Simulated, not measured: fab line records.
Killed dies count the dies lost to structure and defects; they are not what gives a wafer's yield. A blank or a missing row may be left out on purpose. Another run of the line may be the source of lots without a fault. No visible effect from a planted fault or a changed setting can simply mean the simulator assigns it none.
Which of the tools did it? || flow berkeleyCmos170 || Sampling: 15 lots, 41 wafers, 2 of 331 route steps

## WHAT EACH GAUGE READ, for each wafer
UCB170_NSD_CD_MEAS_06 targets a cd of 1200 nm.
{"lot": "L752", "measured": "day 8 08:47", "on": "cdSem-01", "cdNm (nm)": "1202.0 1200.9 1201.4"}
{"lot": "L751", "measured": "day 8 09:07", "on": "cdSem-02", "cdNm (nm)": "1202.0 1201.3 1201.2"}
{"lot": "L750", "measured": "day 8 09:08", "on": "cdSem-01", "cdNm (nm)": "1199.9 1200.6 1201.3"}
{"lot": "L754", "measured": "day 8 17:05", "on": "cdSem-01", "cdNm (nm)": "1201.8 1200.2 1200.9"}
{"lot": "L753", "measured": "day 8 17:18", "on": "cdSem-02", "cdNm (nm)": "1200.1 1200.6 1200.2"}
{"lot": "L756", "measured": "day 9 11:37", "on": "cdSem-01", "cdNm (nm)": "1200.1 1200.7 1199.5"}
{"lot": "L758", "measured": "day 9 20:31", "on": "cdSem-01", "cdNm (nm)": "1199.6 1198.7 1200.6"}
{"lot": "L757", "measured": "day 9 20:47", "on": "cdSem-01", "cdNm (nm)": "1200.7 1200.5 1200.4"}
{"lot": "L760", "measured": "day 10 05:53", "on": "cdSem-01", "cdNm (nm)": 1200.3}
{"lot": "L762", "measured": "day 10 11:11", "on": "cdSem-02", "cdNm (nm)": 1201.8}
{"lot": "L763", "measured": "day 10 22:35", "on": "cdSem-02", "cdNm (nm)": "1200.8 1202.1 1201.7"}
{"lot": "L764", "measured": "day 10 22:28", "on": "cdSem-02", "cdNm (nm)": "1201.6 1201.2 1201.0"}
{"lot": "L766", "measured": "day 11 08:46", "on": "cdSem-02", "cdNm (nm)": "1197.4 1197.9 1198.1"}
{"lot": "L768", "measured": "day 12 02:10", "on": "cdSem-02", "cdNm (nm)": "1200.2 1200.0 1200.3"}
{"lot": "L769", "measured": "day 12 09:20", "on": "cdSem-02", "cdNm (nm)": "1198.3 1198.1 1197.1"}

## EACH LOT AND THE TOOL THAT RAN IT (in order: tool; ch and the chambers of the sampled wafers; start)
{"lot": "L752", "UCB170_NLDD_STRIP_10": "plasmaAsher-02 ch 0,1, day 7 18:58"}
{"lot": "L751", "UCB170_NLDD_STRIP_10": "plasmaAsher-03 ch 0,1, day 7 19:17"}
{"lot": "L750", "UCB170_NLDD_STRIP_10": "plasmaAsher-04 ch 0,1, day 7 19:29"}
{"lot": "L754", "UCB170_NLDD_STRIP_10": "plasmaAsher-03 ch 0,1, day 8 07:31"}
{"lot": "L753", "UCB170_NLDD_STRIP_10": "plasmaAsher-02 ch 0,1, day 8 07:51"}
{"lot": "L756", "UCB170_NLDD_STRIP_10": "plasmaAsher-02 ch 0,1, day 8 21:11"}
{"lot": "L758", "UCB170_NLDD_STRIP_10": "plasmaAsher-02 ch 0,1, day 9 12:12"}
{"lot": "L757", "UCB170_NLDD_STRIP_10": "plasmaAsher-02 ch 0,1, day 9 13:08"}
{"lot": "L760", "UCB170_NLDD_STRIP_10": "plasmaAsher-03 ch 1, day 9 18:01"}
{"lot": "L762", "UCB170_NLDD_STRIP_10": "plasmaAsher-04 ch 1, day 10 03:17"}
{"lot": "L763", "UCB170_NLDD_STRIP_10": "plasmaAsher-03 ch 0,1, day 10 11:11"}
{"lot": "L764", "UCB170_NLDD_STRIP_10": "plasmaAsher-04 ch 0,1, day 10 11:45"}
{"lot": "L766", "UCB170_NLDD_STRIP_10": "plasmaAsher-02 ch 0,1, day 11 01:31"}
{"lot": "L768", "UCB170_NLDD_STRIP_10": "plasmaAsher-04 ch 0,1, day 11 15:46"}
{"lot": "L769", "UCB170_NLDD_STRIP_10": "plasmaAsher-02 ch 0,1, day 12 01:20"}
- UCB170_NLDD_STRIP_10: strips in O2.

## AS READ BY THE TOOLS THEMSELVES (means over the sampled wafers that have a number; for cases with no such wafer, the mark the record gives instead)
UCB170_NLDD_STRIP_10.
{"lot": "L752", "tool": "plasmaAsher-02", "drypumpMotorCurrentA (A)": 5.9, "oesProductAu (a.u.)": 0.736, "stripTimeToEndpointS (s)": 21.59}
{"lot": "L751", "tool": "plasmaAsher-03", "drypumpMotorCurrentA (A)": 5.5, "oesProductAu (a.u.)": 0.733, "stripTimeToEndpointS (s)": 21.62}
{"lot": "L750", "tool": "plasmaAsher-04", "drypumpMotorCurrentA (A)": 5.7, "oesProductAu (a.u.)": 0.736, "stripTimeToEndpointS (s)": 21.58}
{"lot": "L754", "tool": "plasmaAsher-03", "drypumpMotorCurrentA (A)": 5.5, "oesProductAu (a.u.)": 0.740, "stripTimeToEndpointS (s)": 21.58}
{"lot": "L753", "tool": "plasmaAsher-02", "drypumpMotorCurrentA (A)": 5.9, "oesProductAu (a.u.)": 0.735, "stripTimeToEndpointS (s)": 21.63}
{"lot": "L756", "tool": "plasmaAsher-02", "drypumpMotorCurrentA (A)": 6.0, "oesProductAu (a.u.)": 0.731, "stripTimeToEndpointS (s)": 21.70}
{"lot": "L758", "tool": "plasmaAsher-02", "drypumpMotorCurrentA (A)": 6.0, "oesProductAu (a.u.)": 0.740, "stripTimeToEndpointS (s)": 21.61}
{"lot": "L757", "tool": "plasmaAsher-02", "drypumpMotorCurrentA (A)": 5.8, "oesProductAu (a.u.)": 0.733, "stripTimeToEndpointS (s)": 21.70}
{"lot": "L760", "tool": "plasmaAsher-03", "drypumpMotorCurrentA (A)": 5.6, "oesProductAu (a.u.)": 0.734, "stripTimeToEndpointS (s)": 21.68}
{"lot": "L762", "tool": "plasmaAsher-04", "drypumpMotorCurrentA (A)": 5.2, "oesProductAu (a.u.)": 0.728, "stripTimeToEndpointS (s)": 21.63}
{"lot": "L763", "tool": "plasmaAsher-03", "drypumpMotorCurrentA (A)": 5.5, "oesProductAu (a.u.)": 0.736, "stripTimeToEndpointS (s)": 21.69}
{"lot": "L764", "tool": "plasmaAsher-04", "drypumpMotorCurrentA (A)": 5.4, "oesProductAu (a.u.)": 0.729, "stripTimeToEndpointS (s)": 21.54}
{"lot": "L766", "tool": "plasmaAsher-02", "drypumpMotorCurrentA (A)": 6.0, "oesProductAu (a.u.)": 0.733, "stripTimeToEndpointS (s)": 21.64}
{"lot": "L768", "tool": "plasmaAsher-04", "drypumpMotorCurrentA (A)": 5.4, "oesProductAu (a.u.)": 0.736, "stripTimeToEndpointS (s)": 21.62}
{"lot": "L769", "tool": "plasmaAsher-02", "drypumpMotorCurrentA (A)": 5.9, "oesProductAu (a.u.)": 0.739, "stripTimeToEndpointS (s)": 21.65}

## THE ANSWER, worked out from the rows above alone
Rule: the usual values come from the lots themselves. The widest of any qualifying gaps counts: lots, ordered by their means at a reading, are off when they make up no more than a third of the lots, leave a main group of 4 or more, and stand apart from it by 3 or more times the standard deviation of that group's means. A main group is skipped when, at the precision printed for the reading in the tables above, its means are all equal. A lot without any number at a reading at which 4 lots or more have one is off too. Where the step has rows for the other lots, those lots are counted as sound. After the gauges, taken in route order, come the tools' own readings; for these a lot's mean is taken, as printed above. At the first step where some lot is off, the reading lying furthest off is the one used; lots without a number count as furthest.
Nothing can be told from this: no lot is off at any reading shown.

## WHAT THE SIMULATOR HAD PUT IN
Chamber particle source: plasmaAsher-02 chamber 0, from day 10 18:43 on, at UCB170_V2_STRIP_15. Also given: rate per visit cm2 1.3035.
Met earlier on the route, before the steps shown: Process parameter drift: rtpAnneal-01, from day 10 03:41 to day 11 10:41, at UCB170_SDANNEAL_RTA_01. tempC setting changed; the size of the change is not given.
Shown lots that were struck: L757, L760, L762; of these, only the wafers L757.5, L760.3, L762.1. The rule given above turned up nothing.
